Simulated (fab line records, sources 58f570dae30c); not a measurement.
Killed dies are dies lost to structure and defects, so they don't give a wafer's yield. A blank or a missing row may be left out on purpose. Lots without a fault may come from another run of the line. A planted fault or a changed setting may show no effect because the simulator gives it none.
Which tool did it? | flow berkeley_cmos170 | 15 lots, 45 wafers sampled, at 2 steps of a route of 331

WHAT THE GAUGES READ, wafer by wafer
UCB170_SDANNEAL_RS_MEAS_04: measures by four-point-probe.
lot  | measured     | on            | PLDD_RS (ohm/sq)
L770 | day 6 20:48  | film_metro-01 | 1031.8 1030.1 1031.6
L772 | day 6 21:02  | film_metro-02 | 1033.4 1035.1 1032.9
L774 | day 7 14:55  | film_metro-03 | 1028.4 1028.8 1027.1
L777 | day 7 21:53  | film_metro-01 | 1031.8 1032.1 1031.1
L776 | day 7 22:19  | film_metro-02 | 1027.5 1027.4 1025.2
L780 | day 8 18:34  | film_metro-01 | 1031.0 1029.2 1029.5
L779 | day 8 18:46  | film_metro-02 | 1032.9 1032.7 1029.3
L781 | day 8 19:00  | film_metro-03 | 1031.7 1030.9 1031.9
L784 | day 9 21:53  | film_metro-03 | 1029.6 1032.4 1029.6
L787 | day 10 04:49 | film_metro-02 | 1029.0 1027.2 1028.3
L789 | day 10 09:56 | film_metro-03 | 1026.5 1028.0 1026.8
L792 | day 11 02:11 | film_metro-03 | 1034.2 1030.6 1036.0
L790 | day 11 02:24 | film_metro-02 | 1030.8 1029.7 1029.4
L791 | day 11 02:30 | film_metro-01 | 1034.3 1033.8 1031.0
L793 | day 11 07:13 | film_metro-03 | 1028.9 1031.8 1034.1

UCB170_SILICIDE_THK_MEAS_03: measures by xrf.
lot  | measured     | on            | SILICIDE_TI_THK (nm)
L770 | day 6 21:14  | film_metro-01 | 30.8 30.0 29.6
L772 | day 6 21:32  | film_metro-04 | 30.0 29.6 29.8
L774 | day 7 15:22  | film_metro-04 | 29.3 29.2 29.6
L777 | day 7 22:21  | film_metro-04 | 29.6 29.7 29.4
L776 | day 7 22:46  | film_metro-01 | 30.2 29.9 30.2
L780 | day 8 19:02  | film_metro-04 | 29.2 29.8 29.8
L779 | day 8 19:13  | film_metro-01 | 30.2 30.6 30.0
L781 | day 8 19:27  | film_metro-04 | 29.3 29.8 29.8
L784 | day 9 22:21  | film_metro-04 | 30.0 30.4 30.2
L787 | day 10 05:17 | film_metro-03 | 30.2 30.2 30.3
L789 | day 10 10:24 | film_metro-04 | 29.6 30.1 29.8
L792 | day 11 02:37 | film_metro-04 | 30.9 30.7 29.9
L790 | day 11 02:50 | film_metro-03 | 30.4 30.2 29.7
L791 | day 11 02:57 | film_metro-04 | 29.6 29.6 29.9
L793 | day 11 07:40 | film_metro-04 | 29.8 29.5 29.7

WHICH TOOL RAN EACH LOT (tool, then ch and the chambers of the sampled wafers, then the start)
The record holds no process step before these readings.

WHAT THE TOOLS THEMSELVES READ (means of the sampled wafers that have a number; where no wafer has one, the mark that the record gives instead)
The record holds no such reading with a usual standard deviation.

THE ANSWER, worked out from the rows above alone
Rule: what is usual is taken from the lots themselves. Put in order of their means at a reading, lots are off if they are a third of the lots or fewer, leave a main group of 4 or more, and stand apart from it by a gap of 3 or more times the standard deviation of the main group's means; of several such gaps the widest counts. A main group whose means are all the same, to the digits that the tables above print for the reading, isn't used. A lot without any number at a reading at which 4 lots or more have one is off too. The other lots that the step has rows for count as sound. The gauges are gone through in route order, then the tools' own readings, and for those a lot's mean is taken as printed above. The first step at which some lot is off is used, and at that step the reading that is off furthest; a lot without a number counts as furthest.
No lot is off at any reading shown: from this, nothing can be told.

WHAT THE SIMULATOR HAD PUT IN
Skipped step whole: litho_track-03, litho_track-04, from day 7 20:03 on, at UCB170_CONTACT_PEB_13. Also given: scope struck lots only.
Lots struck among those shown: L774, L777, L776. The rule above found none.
